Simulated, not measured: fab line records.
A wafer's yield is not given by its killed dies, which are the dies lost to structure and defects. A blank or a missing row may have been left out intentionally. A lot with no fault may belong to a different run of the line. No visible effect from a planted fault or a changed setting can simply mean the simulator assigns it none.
One fault through the eyes of 2 desks ; flow berkeley cmos170 ; numbers are kept per desk, each desk with only its own; the story behind them comes last

## FROM THE METROLOGY DESK
What the gauges read for every lot (on any tool): the sampled wafers with a number, averaged. Marked OUT: a lot whose mean sits more than 4 standard deviations from the usual mean, which makes it out of limits; the brackets give that distance.
Columns: A = NWELL_TW at UCB170_NWELL_TW_MEAS_16, usual 1250; B = PSD_RS at UCB170_SDANNEAL_RS_MEAS_02, usual 75.53 ohm/sq; C = NSD_RS at UCB170_SDANNEAL_RS_MEAS_03, usual 37.24 ohm/sq; D = PLDD_RS at UCB170_SDANNEAL_RS_MEAS_04, usual 1030.8 ohm/sq; E = NLDD_RS at UCB170_SDANNEAL_RS_MEAS_05, usual 615.8 ohm/sq; F = cd nm at UCB170_M3_CD_MEAS_15, usual 699.5 nm
lot;first seen here;A;B;C;D;E;F
L679;day 2 10:47;1251;75.52;37.26;1027.9;616.5;698.1
L680;day 2 21:14;1246;75.44;37.32;1031.4;614.2;698.6
L681;day 2 21:28;1255;75.71;37.26;1027.5;614.5;698.6
L682;day 3 04:10;1249;75.64;37.34;1031.1;618.5;700.0
L683;day 3 09:40;1250;75.95;37.22;1029.8;617.8;700.1
L684;day 3 09:50;1253;75.80;37.17;1036.6;615.4;699.7
L685;day 3 18:46;1250;75.46;37.25;1031.8;615.7;700.1
L687;day 4 00:21;1252;75.57;37.28;1027.8;616.0;699.4
L688;day 4 10:07;1249;75.52;37.34;1033.6;613.9;698.9
L691;day 5 02:12;1241;75.85;37.24;1033.3;616.5;698.4
L690;day 5 02:26;1249;56.58 (-79) OUT;31.21 (-67) OUT;970.9 (-23) OUT;611.4;700.6
L692;day 5 02:30;1269;56.55 (-79) OUT;31.26 (-66) OUT;967.4 (-24) OUT;610.8;701.1
L700;day 7 01:13;1247;75.52;37.20;1030.7;615.6;700.1
L701;day 7 01:29;1246;75.58;37.22;1029.1;617.6;699.9
This desk's finding: out of limits on L690, L692; first on L692, day 10 12:26 (PSD_RS at UCB170_SDANNEAL_RS_MEAS_02). L679, L680, L681, L682, L683, L684, L685, L687, L688, L691, L700, L701: within limits.

## FOR THE TOOL OWNER'S DESK: rtp anneal-01
At UCB170_SDANNEAL_RTA_01 (time 5 s), the tool's own readings, given per lot that ran on this tool as the mean of the sampled wafers with a number. Marked OUT: a lot whose mean sits more than 4 standard deviations from the usual mean, which makes it out of limits; the brackets give that distance.
Columns: A = lamp power pct at UCB170_SDANNEAL_RTA_01, usual 33.4 %; B = wafer_temp_C_max at UCB170_SDANNEAL_RTA_01, usual 1055.2
lot;first seen here;A;B
L680;day 7 21:53;31.1;1053.1
L682;day 8 13:53;31.1;1053.6
L684;day 8 14:22;31.1;1053.9
L688;day 9 12:38;31.1;1052.7
L692;day 10 12:20;31.0;1052.6
L690;day 10 12:35;31.0;1053.7
Result from this desk: across the 6 lots, nothing is out of limits.

## TAKEN TOGETHER
The metrology desk could have raised an alarm at day 10 12:26, on L690, L692.
The tool owner's desk saw nothing out of limits.
The tool owner's desk has L690, L692 on record, within its limits.
On rtp anneal-01, each named lot ran UCB170_SDANNEAL_RTA_01.

## WHAT THE SIMULATOR PUT IN
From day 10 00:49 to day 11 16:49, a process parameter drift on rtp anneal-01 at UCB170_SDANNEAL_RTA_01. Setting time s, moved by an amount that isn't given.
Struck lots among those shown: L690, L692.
Delay in hours, fault start to first out-of-limits reading, per desk: metrology desk 12.
